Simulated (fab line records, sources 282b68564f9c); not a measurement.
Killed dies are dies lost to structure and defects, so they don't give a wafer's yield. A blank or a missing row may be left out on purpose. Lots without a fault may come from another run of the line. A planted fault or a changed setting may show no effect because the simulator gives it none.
Which tool did it? | flow rit_cmos | 14 lots, 42 wafers sampled, at 2 steps of a route of 202

WHAT THE GAUGES READ, wafer by wafer
RIT_REOX_THK_MEAS_04. Usual: REOX_OXIDE_THK 25.2 nm, standard deviation 0.51.
lot  | measured    | on            | REOX_OXIDE_THK (nm) | flag
L419 | day 2 23:04 | film_metro-01 | 25.4 24.9 24.9      |
L420 | day 3 03:33 | film_metro-01 | 25.0 24.8 25.0      |
L421 | day 3 11:44 | film_metro-01 | 25.2 25.1 24.6      |
L422 | day 3 13:40 | film_metro-01 | 24.9 24.9 25.3      |
L423 | day 4 00:34 | film_metro-04 | 25.8 25.1 25.2      |
L424 | day 4 02:50 | film_metro-01 | 24.4 24.6 24.7      |
L426 | day 4 10:53 | film_metro-04 | 25.3 25.5 25.1      |
L427 | day 4 18:19 | film_metro-01 | 22.3 22.6 22.6      | OFF
L431 | day 5 12:56 | film_metro-01 | 22.2 22.1 22.1      | OFF
L435 | day 6 06:25 | film_metro-01 | 24.8 24.7 24.9      |
L436 | day 6 12:56 | film_metro-01 | 25.3 25.6 25.1      |
L437 | day 6 20:17 | film_metro-01 | 24.8 25.4 25.3      |
L439 | day 7 03:25 | film_metro-02 | 25.3 25.3 25.0      |
L440 | day 7 08:46 | film_metro-02 | 24.7 24.6 25.2      |

WHICH TOOL RAN EACH LOT (tool, then ch and the chambers of the sampled wafers, then the start)
lot  | RIT_REOX_OXIDATION_03
L419 | furnace-04 ch 0, day 2 20:31
L420 | furnace-04 ch 0, day 3 00:59
L421 | furnace-03 ch 0, day 3 09:10
L422 | furnace-04 ch 0, day 3 11:07
L423 | furnace-01 ch 0, day 3 22:01
L424 | furnace-03 ch 0, day 4 00:17
L426 | furnace-04 ch 0, day 4 08:19
L427 | furnace-04 ch 0, day 4 15:45
L431 | furnace-04 ch 0, day 5 10:22
L435 | furnace-03 ch 0, day 6 03:52
L436 | furnace-01 ch 0, day 6 10:22
L437 | furnace-03 ch 0, day 6 17:44
L439 | furnace-01 ch 0, day 7 00:52
L440 | furnace-01 ch 0, day 7 06:13
- RIT_REOX_OXIDATION_03: target thk 25.2 nm, ox time 5580 s.

WHAT THE TOOLS THEMSELVES READ (means of the sampled wafers that have a number; where no wafer has one, the mark that the record gives instead)
RIT_REOX_OXIDATION_03. Usual: spike_tc_centre_C 902.4 C, standard deviation 1.3; spike_tc_load_C 925.6 C, standard deviation 1.5; spike_tc_source_C 920 C, standard deviation 4.2; tube_center_temp_C 900 C, standard deviation 0.08; tube_center_temp_C_max 902.3, standard deviation 0.41; zone_power_source_pct 24.6 %, standard deviation 1.6.
lot  | tool       | spike_tc_centre_C (C) | spike_tc_load_C (C) | spike_tc_source_C (C) | tube_center_temp_C (C) | tube_center_temp_C_max | zone_power_source_pct (%) | flag
L419 | furnace-04 | 903.0                 | 927.1               | 915                   | 900                    | 902.5                  | 26.7                      |
L420 | furnace-04 | 902.6                 | 926.2               | 915                   | 900                    | 901.8                  | 26.4                      |
L421 | furnace-03 | 900.5                 | 925.6               | 923                   | 900                    | 902.5                  | 22.8                      |
L422 | furnace-04 | 904.1                 | 926.7               | 915                   | 900                    | 902.5                  | 26.8                      |
L423 | furnace-01 | 902.3                 | 924.5               | 923                   | 900                    | 902.3                  | 23.8                      |
L424 | furnace-03 | 902.3                 | 925.2               | 922                   | 900                    | 902.4                  | 22.9                      |
L426 | furnace-04 | 904.6                 | 925.8               | 914                   | 900                    | 902.2                  | 26.7                      |
L427 | furnace-04 | 889.5                 | 913.0               | 901                   | 886                    | 888.0                  | 25.7                      | OFF
L431 | furnace-04 | 889.9                 | 913.2               | 900                   | 886                    | 888.8                  | 25.8                      | OFF
L435 | furnace-03 | 901.3                 | 925.2               | 922                   | 900                    | 902.2                  | 22.8                      |
L436 | furnace-01 | 901.9                 | 924.2               | 923                   | 900                    | 902.1                  | 23.8                      |
L437 | furnace-03 | 900.8                 | 925.5               | 923                   | 900                    | 902.0                  | 23.0                      |
L439 | furnace-01 | 901.9                 | 924.4               | 923                   | 900                    | 902.4                  | 24.0                      |
L440 | furnace-01 | 901.9                 | 924.1               | 923                   | 900                    | 902.1                  | 24.0                      |

THE ANSWER, worked out from the rows above alone
Rule: a lot is off if the mean of its wafers that have a number lies more than 3 standard deviations from the usual mean. A lot without any number at a reading at which 4 lots or more have one is off too. The other lots that the step has rows for count as sound. The gauges are gone through in route order, then the tools' own readings, and for those a lot's mean is taken as printed above. The first step at which some lot is off is used, and at that step the reading that is off furthest; a lot without a number counts as furthest.
Off: L427, L431, at RIT_REOX_THK_MEAS_04 (REOX_OXIDE_THK).
A tool fits if, at a process step before that reading, it ran every lot that is off, and no sound lot after the first of them. The gauges at RIT_REOX_THK_MEAS_04 aren't tried: what is off there is off at RIT_REOX_OXIDATION_03 too, on other tools, and a gauge's error can't cause that. One fits: furnace-04 at RIT_REOX_OXIDATION_03. Its last sound lot is L426 (day 4 08:19), its first lot that is off L427 (day 4 15:45): a fault that began between those two fits.
The tool's own readings at RIT_REOX_OXIDATION_03 bear it out: on the lots that are off they differ by more than 5 times the standard deviation of the sound lots' means. spike_tc_centre_C reads 889.7 C there against 902.3 C on the sound lots; spike_tc_load_C reads 913.1 C there against 925.4 C on the sound lots; spike_tc_source_C reads 900 C there against 920 C on the sound lots; tube_center_temp_C reads 886 C there against 900 C on the sound lots; tube_center_temp_C_max reads 888.4 there against 902.2 on the sound lots.

WHAT THE SIMULATOR HAD PUT IN
Process parameter drift: furnace-04, from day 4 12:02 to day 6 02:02, at RIT_REOX_OXIDATION_03. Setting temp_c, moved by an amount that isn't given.
Lots struck among those shown: L427, L431. The rule above found the same.
